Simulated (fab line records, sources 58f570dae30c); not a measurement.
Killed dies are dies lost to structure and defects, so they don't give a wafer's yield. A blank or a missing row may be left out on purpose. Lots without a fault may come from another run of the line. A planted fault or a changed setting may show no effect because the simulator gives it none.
fab line records | flow berkeley_cmos170
record lots=6 wafers=18 last_day=12
route steps=331 shown M1@239
lots that met no fault: from a run of the same line without faults
start_h: hours from the record's first day to the start of the lot's first wafer shown | wait_h: hours since the lot's step before | " the same as in the row above | L1.1+2: a row that stands for several wafers | - no value, or no start given | * or withheld: withheld | < > ~ a bound
route shown NAME@n: a module of which the file shows steps, and the number in the route of the first | usual: mean/standard deviation of fault-free wafers | same: alike in all rows | chamber/n: place in a boat | sites: the reading at each site | _std_site: their standard deviation | _edge_site: outer sites' mean less inner sites' | radius_mm: how far each site lies from the wafer's centre | mask NAME#n: copy n | behind: the tool/chamber that last shaped the wafer | hold: why the lot was held/for how many hours/how that ended | device: the transistor (n, p or np) that didn't switch | end of line: the same wafers' tests at the end of the route | a step without rows: its recipe alone | killed: dies lost to structure and defects at the first sort, not the wafer's yield | map: a wafer's dies, x killed, . not, _ none there
set.NAME: the setting as run; set.NAME@STEP: as run at that earlier step | model.NAME: the simulator's own value behind a step, which no gauge read
lots at some steps of the route; a table a step, a row a wafer
services: from which hour (start_h, from the record's first day; less than 0 if before it) a tool's chamber was out of use, for how many hours, and why
## steps
# step UCB170_M1_RS_MEAS_01
# recipe thk_meas_gauge=four-point-probe reads=Al_of_M1_SPUTTER_00
# usual M1_AL_RS=0.0485/0.00072
# columns lot.wafer tool chamber start_h wait_h M1_AL_RS[ohm/sq]
L325.2 film_metro-02 - 209.51 0.1 0.0477
L325.4 " - " " 0.0489
L325.6 " - " " 0.0484
L330.1 film_metro-04 - 224.57 0.0 0.0488
L330.3 " - " " 0.0491
L330.4 " - " " 0.0488
L331.1 film_metro-02 - 231.10 0.0 0.0488
L331.2 " - " " 0.0494
L331.5 " - " " 0.0477
L332.1 film_metro-03 - 255.13 0.0 0.0482
L332.2 " - " " 0.0498
L332.3 " - " " 0.0485
L336.1 film_metro-04 - 256.31 0.0 0.0490
L336.3 " - " " 0.0482
L336.6 " - " " 0.0486
L337.2 film_metro-03 - 268.06 0.1 0.0487
L337.4 " - " " 0.0484
L337.6 " - " " 0.0489
# step UCB170_M1_THK_MEAS_02
# recipe thk_meas_gauge=xrf reads=Al_of_M1_SPUTTER_00
# usual M1_AL_THK=604/11
# columns lot.wafer tool chamber start_h wait_h M1_AL_THK[nm]
L325.2 film_metro-02 - 209.62 0.1 621
L325.4 " - " " 607
L325.6 " - " " 610
L330.1 film_metro-04 - 224.69 0.1 597
L330.3 " - " " 594
L330.4 " - " " 598
L331.1 film_metro-02 - 231.22 0.1 599
L331.2 " - " " 598
L331.5 " - " " 620
L332.1 film_metro-03 - 255.25 0.1 603
L332.2 " - " " 586
L332.3 " - " " 599
L336.1 film_metro-04 - 256.43 0.1 597
L336.3 " - " " 604
L336.6 " - " " 600
L337.2 film_metro-03 - 268.17 0.1 597
L337.4 " - " " 599
L337.6 " - " " 594
# step UCB170_M1_COAT_03
# recipe resist=BARC temp_c=withheld time_s=withheld spin_rpm=3000 resist_thk_nm=withheld
# step UCB170_M1_COAT_04
# recipe resist=KrF spin_rpm=1500 resist_thk_nm=900
# step UCB170_M1_SOFTBAKE_05
# recipe resist=KrF temp_c=130 time_s=60
# step UCB170_M1_EXPOSE_06
# recipe mask_id=METAL1 target_cd_nm=700 na=0.5 sigma_outer=0.6 source_shape=conventional dose_mj=21
# step UCB170_M1_PEB_07
# recipe peb_temp_c=130 peb_time_s=withheld resist=KrF
# step UCB170_M1_DEVELOP_08
# recipe developer=TMAH develop_time_s=45 resist=KrF dev_temp_c=21
# step UCB170_M1_CD_MEAS_09
# recipe target_cd_nm=700
# usual cd_nm=700.1/1.1
# columns lot.wafer tool chamber start_h wait_h cd_nm
L325.2 cd_sem-01 - 210.53 - 700.5
L325.4 " - " " 699.7
L325.6 " - " " 699.7
L330.1 cd_sem-01 - 225.85 - 700.2
L330.3 " - " " 699.7
L330.4 " - " " 699.9
L331.1 cd_sem-01 - 232.24 - 700.7
L331.2 " - " " 700.0
L331.5 " - " " 701.1
L332.1 cd_sem-01 - 256.49 - 699.4
L332.2 " - " " 700.0
L332.3 " - " " 699.9
L336.1 cd_sem-01 - 258.01 - 699.1
L336.3 " - " " 699.1
L336.6 " - " " 699.6
L337.2 cd_sem-01 - 270.17 - 701.0
L337.4 " - " " 700.7
L337.6 " - " " 700.8
# step UCB170_M1_OVL_MEAS_10
# usual M1_OVL=-2/5.6
# columns lot.wafer tool chamber start_h wait_h M1_OVL[nm]
L325.2 overlay-01 - 210.64 0.1 6
L325.4 " - " " -4
L325.6 " - " " 3
L330.1 overlay-01 - 225.97 0.1 -2
L330.3 " - " " 1
L330.4 " - " " 3
L331.1 overlay-01 - 232.36 0.1 6
L331.2 " - " " -2
L331.5 " - " " 2
L332.1 overlay-02 - 256.61 0.1 -6
L332.2 " - " " -4
L332.3 " - " " 1
L336.1 overlay-01 - 258.13 0.1 4
L336.3 " - " " -5
L336.6 " - " " -7
L337.2 overlay-02 - 270.28 0.1 -2
L337.4 " - " " -2
L337.6 " - " " -8
# step UCB170_M1_ETCH_11
# recipe chemistry=N2/H2 target_depth_a=withheld overetch_a=withheld target=BARC time_s=withheld source_w=500 bias_w=100 pressure_mtorr=30 n2_flow_sccm=100 h2_flow_sccm=200
# usual drypump_motor_current_A=5.5/0.47 oes_product_au=1.001/0.025 throttle_valve_pct=13.25/0.17
# columns lot.wafer tool chamber start_h wait_h drypump_motor_current_A oes_product_au throttle_valve_pct
L325.2 rie_diel-02 2 210.67 0.0 5.0 0.990 13.18
L325.4 " 1 " " 4.8 0.984 13.02
L325.6 " 0 " " 4.9 1.016 13.27
L330.1 rie_diel-04 3 226.01 0.0 5.3 1.015 13.22
L330.3 " 0 " " 6.3 1.027 13.41
L330.4 " 3 " " 5.3 1.023 13.20
L331.1 rie_diel-04 0 232.40 0.0 6.3 1.043 13.42
L331.2 " 3 " " 5.3 1.037 13.20
L331.5 " 3 " " 5.3 1.031 13.19
L332.1 rie_diel-03 2 256.64 0.0 5.6 1.030 13.23
L332.2 " 1 " " 5.4 0.994 13.03
L332.3 " 0 " " 5.6 1.006 13.69
L336.1 rie_diel-04 3 258.17 0.0 5.3 1.017 13.19
L336.3 " 1 " " 5.9 1.009 13.49
L336.6 " 2 " " 5.8 0.990 13.34
L337.2 rie_diel-03 1 270.31 0.0 5.4 0.991 13.05
L337.4 " 2 " " 5.7 1.024 13.21
L337.6 " 0 " " 5.6 1.002 13.70
# step UCB170_M1_METAL_ETCH_12
# recipe chemistry=Cl2/BCl3 target=Al stop_on=PSG pressure_mtorr=12 target_depth_a=7800 over_etch_frac=0.3 time_s=130 icp_w=600 bias_w=120 Cl2_flow_sccm=90 bcl3_flow_sccm=45
# usual drypump_motor_current_A=5.6/0.39 oes_product_au=0.846/0.012 throttle_valve_pct=24.44/0.15
# same over_etch_frac=0.3
# columns lot.wafer tool chamber start_h wait_h drypump_motor_current_A oes_product_au rf_hours_counter_h throttle_valve_pct
L325.2 rie_metal-03 0 210.71 - 5.4 0.845 16 24.18
L325.4 " 0 " " 5.5 0.847 - 24.19
L325.6 " 0 " " 5.4 0.841 - 24.19
L330.1 rie_metal-01 1 226.05 - 4.8 0.842 8 24.61
L330.3 " 1 " " 4.8 0.846 - 24.62
L330.4 " 0 " " 6.2 0.844 - 24.41
L331.1 rie_metal-03 0 232.44 - 5.4 0.838 16 24.20
L331.2 " 1 " " 5.4 0.844 8 24.58
L331.5 " 1 " " 5.4 0.866 - 24.56
L332.1 rie_metal-01 1 256.68 - 4.9 0.852 9 24.60
L332.2 " 0 " " 6.2 0.832 1 24.45
L332.3 " 1 " " 4.8 0.833 - 24.61
L336.1 rie_metal-02 1 258.21 - 5.7 0.831 11 24.53
L336.3 " 0 " " 5.8 0.858 - 24.35
L336.6 " 1 " " 5.7 0.837 - 24.54
L337.2 rie_metal-03 0 270.35 - 5.4 0.836 18 24.17
L337.4 " 1 " " 5.4 0.857 - 24.55
L337.6 " 0 " " 5.4 0.831 - 24.17
# step UCB170_M1_STRIP_13
# recipe chemistry=O2 power_w=400 pressure_mtorr=3500 platen_temp_c=withheld o2_flow_sccm=400 overash_fraction=0.5
# usual chamber_pressure_mTorr=3499/3.3 drypump_motor_current_A=5.6/0.58 oes_product_au=0.720/0.0047
# columns lot.wafer tool chamber start_h wait_h chamber_pressure_mTorr drypump_motor_current_A oes_product_au rf_hours_counter_h model.KrF_of_M1_COAT_04.thk_nm
L325.2 plasma_asher-04 1 210.84 0.1 3495 6.4 0.721 47 0
L325.4 " 0 " " 3495 5.7 0.719 - 0
L325.6 " 0 " " 3502 5.7 0.728 - 0
L330.1 plasma_asher-04 1 226.18 0.1 3492 6.4 0.716 49 0
L330.3 " 0 " " 3500 5.7 0.717 - 0
L330.4 " 1 " " 3502 6.4 0.717 - 0
L331.1 plasma_asher-02 1 232.58 0.1 - - - - 448.3
L331.2 " 0 " " - - - - 440.2
L331.5 " 0 " " - - - - 437.7
L332.1 plasma_asher-04 1 256.82 0.1 - - - - 431
L332.2 " 0 " " - - - - 406.2
L332.3 " 1 " " - - - - 437.5
L336.1 plasma_asher-01 1 258.34 0.1 3498 4.6 0.718 56 0
L336.3 " 1 " " 3503 4.6 0.713 - 0
L336.6 " 1 " " 3504 4.6 0.722 - 0
L337.2 plasma_asher-01 1 270.48 0.1 3499 4.6 0.718 57 0
L337.4 " 1 " " 3503 4.6 0.717 - 0
L337.6 " 0 " " 3498 5.3 0.722 - 0
# step UCB170_M1_CD_MEAS_90
# recipe target_cd_nm=700
# usual cd_nm=699.6/2.7
# columns lot.wafer tool chamber start_h wait_h cd_nm
L325.2 cd_sem-02 - 210.96 0.1 704.9
L325.4 " - " " 700.7
L325.6 " - " " 701.4
L330.1 cd_sem-01 - 226.28 0.1 696.6
L330.3 " - " " 696.4
L330.4 " - " " 701.6
L331.1 cd_sem-02 - 232.68 0.1 703.5
L331.2 " - " " 699.5
L331.5 " - " " 699.2
L332.1 cd_sem-02 - 256.92 0.1 694.9
L332.2 " - " " 698.8
L332.3 " - " " 695.6
L336.1 cd_sem-01 - 258.44 0.1 696.5
L336.3 " - " " 700.5
L336.6 " - " " 698.0
L337.2 cd_sem-02 - 270.69 0.2 703.8
L337.4 " - " " 701.7
L337.6 " - " " 703.7
## services
# columns tool chamber start_h hours kind
rie_diel-04 3 189.82 8.7 repair
rie_diel-02 3 207.45 8.0 repair
rie_diel-03 0 211.18 20.7 repair
plasma_asher-01 - 211.97 2.7 repair
rie_diel-04 1 225.07 9.6 repair
rie_diel-04 - 231.33 0.4 repair
## key
first_sign step=UCB170_M1_STRIP_13 reading=tool_record direction=missing
effect none on later readings
model_effect step=UCB170_M1_STRIP_13 value=KrF_of_M1_COAT_04.thk_nm without=0 struck=433.5
met_at UCB170_M1_STRIP_13
struck_wafers L331.1,L331.2,L331.5,L332.1,L332.2,L332.3
later_rows_left_out L331.1,L331.2,L331.5,L332.1,L332.2,L332.3
sort_left_out L331.1,L331.2,L331.5,L332.1,L332.2,L332.3
onset_between 226.18 232.58
fault kind=skipped_step_whole tool=plasma_asher-02,plasma_asher-04 chamber=- onset_h=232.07 steps=UCB170_M1_STRIP_13 scope=struck_lots_only
# sort_left_out: the simulated sort isn't trusted on such a fault, so these wafers' sort isn't shown, and their yield isn't known
# later_rows_left_out: the simulator's readings of these wafers behind a module that went badly wrong aren't trusted and aren't shown, but for the sort
